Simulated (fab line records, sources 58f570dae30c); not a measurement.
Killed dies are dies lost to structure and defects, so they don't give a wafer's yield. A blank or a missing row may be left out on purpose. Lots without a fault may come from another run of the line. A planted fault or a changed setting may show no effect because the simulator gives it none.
Which tool did it? | flow berkeley_cmos170 | 14 lots, 42 wafers sampled, at 2 steps of a route of 331

WHAT THE GAUGES READ, wafer by wafer
UCB170_NLDD_CD_MEAS_06: target cd 1200 nm.
lot  | measured     | on        | cd_nm (nm)
L631 | day 6 04:55  | cd_sem-01 | 1201.6 1200.2 1201.6
L632 | day 6 15:46  | cd_sem-02 | 1198.1 1197.0 1198.1
L635 | day 7 01:37  | cd_sem-01 | 1199.6 1199.6 1199.5
L636 | day 7 07:16  | cd_sem-02 | 1203.0 1200.9 1202.0
L638 | day 7 07:34  | cd_sem-02 | 1200.6 1200.7 1200.3
L640 | day 7 23:52  | cd_sem-01 | 1200.6 1200.3 1199.7
L641 | day 8 08:38  | cd_sem-02 | 1208.5 1209.4 1210.2
L643 | day 8 22:32  | cd_sem-02 | 1208.2 1209.5 1208.5
L647 | day 9 05:05  | cd_sem-01 | 1200.0 1199.7 1199.8
L649 | day 10 01:00 | cd_sem-01 | 1198.7 1198.1 1199.8
L651 | day 10 01:15 | cd_sem-02 | 1202.2 1200.5 1201.1
L648 | day 10 03:11 | cd_sem-01 | 1200.0 1200.0 1198.6
L652 | day 10 08:08 | cd_sem-01 | 1197.7 1199.2 1199.3
L654 | day 10 15:27 | cd_sem-01 | 1198.9 1199.4 1198.3

WHICH TOOL RAN EACH LOT (tool, then ch and the chambers of the sampled wafers, then the start)
lot  | UCB170_NLDD_SOFTBAKE_02
L631 | litho_track-04 ch 0, day 6 04:20
L632 | litho_track-04 ch 0, day 6 14:56
L635 | litho_track-02 ch 0, day 7 01:05
L636 | litho_track-03 ch 0, day 7 05:56
L638 | litho_track-03 ch 0, day 7 06:25
L640 | litho_track-02 ch 0, day 7 23:02
L641 | litho_track-02 ch 0, day 8 07:37
L643 | litho_track-02 ch 0, day 8 21:52
L647 | litho_track-04 ch 0, day 9 04:13
L649 | litho_track-04 ch 0, day 10 00:02
L651 | litho_track-04 ch 0, day 10 00:28
L648 | litho_track-04 ch 0, day 10 02:31
L652 | litho_track-04 ch 0, day 10 07:12
L654 | litho_track-04 ch 0, day 10 14:29
- UCB170_NLDD_SOFTBAKE_02: time 60 s.

WHAT THE TOOLS THEMSELVES READ (means of the sampled wafers that have a number; where no wafer has one, the mark that the record gives instead)
UCB170_NLDD_SOFTBAKE_02.
lot  | tool           | heater_power_total_W (W) | plate_temp_C (C)
L631 | litho_track-04 | 56.81                    | 129.97
L632 | litho_track-04 | 56.79                    | 129.91
L635 | litho_track-02 | 56.80                    | 129.82
L636 | litho_track-03 | 56.80                    | 130.04
L638 | litho_track-03 | 56.78                    | 129.79
L640 | litho_track-02 | 56.80                    | 129.95
L641 | litho_track-02 | 58.43                    | 132.89
L643 | litho_track-02 | 58.46                    | 132.99
L647 | litho_track-04 | 56.79                    | 129.99
L649 | litho_track-04 | 56.79                    | 129.97
L651 | litho_track-04 | 56.80                    | 130.14
L648 | litho_track-04 | 56.78                    | 130.11
L652 | litho_track-04 | 56.76                    | 130.03
L654 | litho_track-04 | 56.80                    | 129.99

THE ANSWER, worked out from the rows above alone
Rule: what is usual is taken from the lots themselves. Put in order of their means at a reading, lots are off if they are a third of the lots or fewer, leave a main group of 4 or more, and stand apart from it by a gap of 3 or more times the standard deviation of the main group's means; of several such gaps the widest counts. A main group whose means are all the same, to the digits that the tables above print for the reading, isn't used. A lot without any number at a reading at which 4 lots or more have one is off too. The other lots that the step has rows for count as sound. The gauges are gone through in route order, then the tools' own readings, and for those a lot's mean is taken as printed above. The first step at which some lot is off is used, and at that step the reading that is off furthest; a lot without a number counts as furthest.
Off: L641, L643, at UCB170_NLDD_CD_MEAS_06 (cd_nm). The main group: mean 1199.9 nm, standard deviation 1.2.
A tool fits if, at a process step before that reading, it ran every lot that is off, and no sound lot after the first of them. The gauges at UCB170_NLDD_CD_MEAS_06 aren't tried: what is off there is off at UCB170_NLDD_SOFTBAKE_02 too, on other tools, and a gauge's error can't cause that. One fits: litho_track-02 at UCB170_NLDD_SOFTBAKE_02. Its last sound lot is L640 (day 7 23:02), its first lot that is off L641 (day 8 07:37): a fault that began between those two fits.
The tool's own readings at UCB170_NLDD_SOFTBAKE_02 bear it out: on the lots that are off they differ by more than 5 times the standard deviation of the sound lots' means. heater_power_total_W reads 58.45 W there against 56.79 W on the sound lots; plate_temp_C reads 132.94 C there against 129.98 C on the sound lots.

WHAT THE SIMULATOR HAD PUT IN
Process parameter drift: litho_track-02, from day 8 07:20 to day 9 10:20, at UCB170_NLDD_SOFTBAKE_02. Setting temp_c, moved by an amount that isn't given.
Lots struck among those shown: L641, L643. The rule above found the same.
